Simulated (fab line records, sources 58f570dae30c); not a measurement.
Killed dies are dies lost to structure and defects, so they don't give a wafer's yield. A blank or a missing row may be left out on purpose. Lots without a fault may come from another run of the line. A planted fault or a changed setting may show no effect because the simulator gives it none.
Which tool did it? | flow berkeley_cmos170 | 14 lots, 42 wafers sampled, at 4 steps of a route of 331

WHAT THE GAUGES READ, wafer by wafer
UCB170_V2_THK_MEAS_01.
lot  | measured     | on            | V2_TEOS_THK (nm)
L273 | day 8 02:53  | film_metro-03 | 2119 2088 2113
L272 | day 8 15:43  | film_metro-01 | 2090 2133 2126
L274 | day 8 16:01  | film_metro-02 | 2099 2139 2133
L282 | day 10 15:32 | film_metro-02 | 2072 2085 2097
L281 | day 10 19:54 | film_metro-01 | 2077 2149 2119
L284 | day 11 05:26 | film_metro-03 | 2042 2064 2098
L287 | day 11 05:55 | film_metro-01 | 2085 2092 2072
L285 | day 11 05:56 | film_metro-02 | 2076 2076 2115
L288 | day 11 07:04 | film_metro-03 | 2074 2097 2100
L289 | day 12 04:40 | film_metro-02 | 2154 2127 2110
L291 | day 12 04:48 | film_metro-03 | 2077 2114 2110
L292 | day 12 10:29 | film_metro-01 | 2109 2129 2089

UCB170_V2_CD_MEAS_12: target cd 700 nm.
lot  | measured     | on        | cd_nm (nm)
L273 | day 8 05:39  | cd_sem-02 | 700.6 700.7 701.4
L272 | day 8 17:59  | cd_sem-02 | 700.5 700.1 699.4
L274 | day 8 18:13  | cd_sem-02 | 701.5 700.3 699.6
L282 | day 10 20:00 | cd_sem-02 | 700.1 698.9 698.3
L281 | day 11 00:29 | cd_sem-02 | 698.3 698.1 698.5
L284 | day 11 07:51 | cd_sem-01 | 700.4 699.7 700.6
L287 | day 11 08:39 | cd_sem-02 | 699.5 699.3 699.6
L285 | day 11 08:56 | cd_sem-02 | 701.7 701.6 703.8
L288 | day 11 09:57 | cd_sem-01 | 700.3 698.0 697.0
L289 | day 12 06:32 | cd_sem-02 | 701.5 700.6 700.0
L291 | day 12 07:10 | cd_sem-01 | 701.8 700.1 700.5
L292 | day 12 12:47 | cd_sem-02 | 698.0 697.6 697.4

UCB170_V2_OVL_MEAS_13.
lot  | measured     | on         | V2_OVL (nm)
L273 | day 8 05:46  | overlay-01 | -10 -7 -1
L272 | day 8 18:05  | overlay-02 | 5 8 14
L274 | day 8 18:17  | overlay-01 | 8 -2 2
L282 | day 10 20:07 | overlay-02 | 3 0 3
L281 | day 11 00:37 | overlay-01 | 2 7 15
L284 | day 11 07:56 | overlay-01 | -5 -6 1
L287 | day 11 08:46 | overlay-01 | -11 -4 0
L285 | day 11 09:02 | overlay-02 | 9 6 5
L288 | day 11 10:02 | overlay-02 | 13 13 8
L289 | day 12 06:37 | overlay-02 | 9 6 9
L291 | day 12 07:16 | overlay-01 | 13 4 1
L292 | day 12 12:53 | overlay-02 | 0 2 6

WHICH TOOL RAN EACH LOT (tool, then ch and the chambers of the sampled wafers, then the start)
lot  | UCB170_M2_PEB_13
L273 | litho_track-03 ch 0, day 8 01:51
L272 | litho_track-03 ch 0, day 8 14:42
L274 | litho_track-03 ch 0, day 8 15:02
L277 | litho_track-03, day 9 05:05
L276 | litho_track-01, day 9 09:44
L282 | litho_track-04 ch 0, day 10 14:28
L281 | litho_track-01 ch 0, day 10 18:41
L284 | litho_track-01 ch 0, day 11 04:20
L287 | litho_track-03 ch 0, day 11 04:47
L285 | litho_track-01 ch 0, day 11 04:52
L288 | litho_track-04 ch 0, day 11 06:01
L289 | litho_track-03 ch 0, day 12 03:41
L291 | litho_track-04 ch 0, day 12 03:47
L292 | litho_track-03 ch 0, day 12 09:29
- UCB170_M2_PEB_13

WHAT THE TOOLS THEMSELVES READ (means of the sampled wafers that have a number; where no wafer has one, the mark that the record gives instead)
UCB170_M2_PEB_13.
lot  | tool           | chill_plate_temp_C (C) | exhaust_pa (Pa) | plate_temp_C (C)
L273 | litho_track-03 | 22.98                  | 43.9            | 130.02
L272 | litho_track-03 | 23.10                  | 45.0            | 130.01
L274 | litho_track-03 | 23.13                  | 45.1            | 130.05
L277 | litho_track-03 | -                      | -               | -
L276 | litho_track-01 | -                      | -               | -
L282 | litho_track-04 | 23.04                  | 46.5            | 130.04
L281 | litho_track-01 | 23.06                  | 44.1            | 130.03
L284 | litho_track-01 | 23.07                  | 45.1            | 129.81
L287 | litho_track-03 | 23.06                  | 44.7            | 130.21
L285 | litho_track-01 | 23.08                  | 45.6            | 130.02
L288 | litho_track-04 | 23.02                  | 43.2            | 129.90
L289 | litho_track-03 | 23.07                  | 43.9            | 129.92
L291 | litho_track-04 | 22.89                  | 45.4            | 130.20
L292 | litho_track-03 | 22.97                  | 46.0            | 130.14

THE ANSWER, worked out from the rows above alone
Rule: what is usual is taken from the lots themselves. Put in order of their means at a reading, lots are off if they are a third of the lots or fewer, leave a main group of 4 or more, and stand apart from it by a gap of 3 or more times the standard deviation of the main group's means; of several such gaps the widest counts. A main group whose means are all the same, to the digits that the tables above print for the reading, isn't used. A lot without any number at a reading at which 4 lots or more have one is off too. The other lots that the step has rows for count as sound. The gauges are gone through in route order, then the tools' own readings, and for those a lot's mean is taken as printed above. The first step at which some lot is off is used, and at that step the reading that is off furthest; a lot without a number counts as furthest.
Off: L277, L276, at UCB170_M2_PEB_13 (chill_plate_temp_C). Without a number there: L277, L276. The main group: mean 23.04 C, standard deviation 0.063.
A tool fits if, at that step or a process step before it, it ran every lot that is off, and no sound lot after the first of them. None of those tried fits.

WHAT THE SIMULATOR HAD PUT IN
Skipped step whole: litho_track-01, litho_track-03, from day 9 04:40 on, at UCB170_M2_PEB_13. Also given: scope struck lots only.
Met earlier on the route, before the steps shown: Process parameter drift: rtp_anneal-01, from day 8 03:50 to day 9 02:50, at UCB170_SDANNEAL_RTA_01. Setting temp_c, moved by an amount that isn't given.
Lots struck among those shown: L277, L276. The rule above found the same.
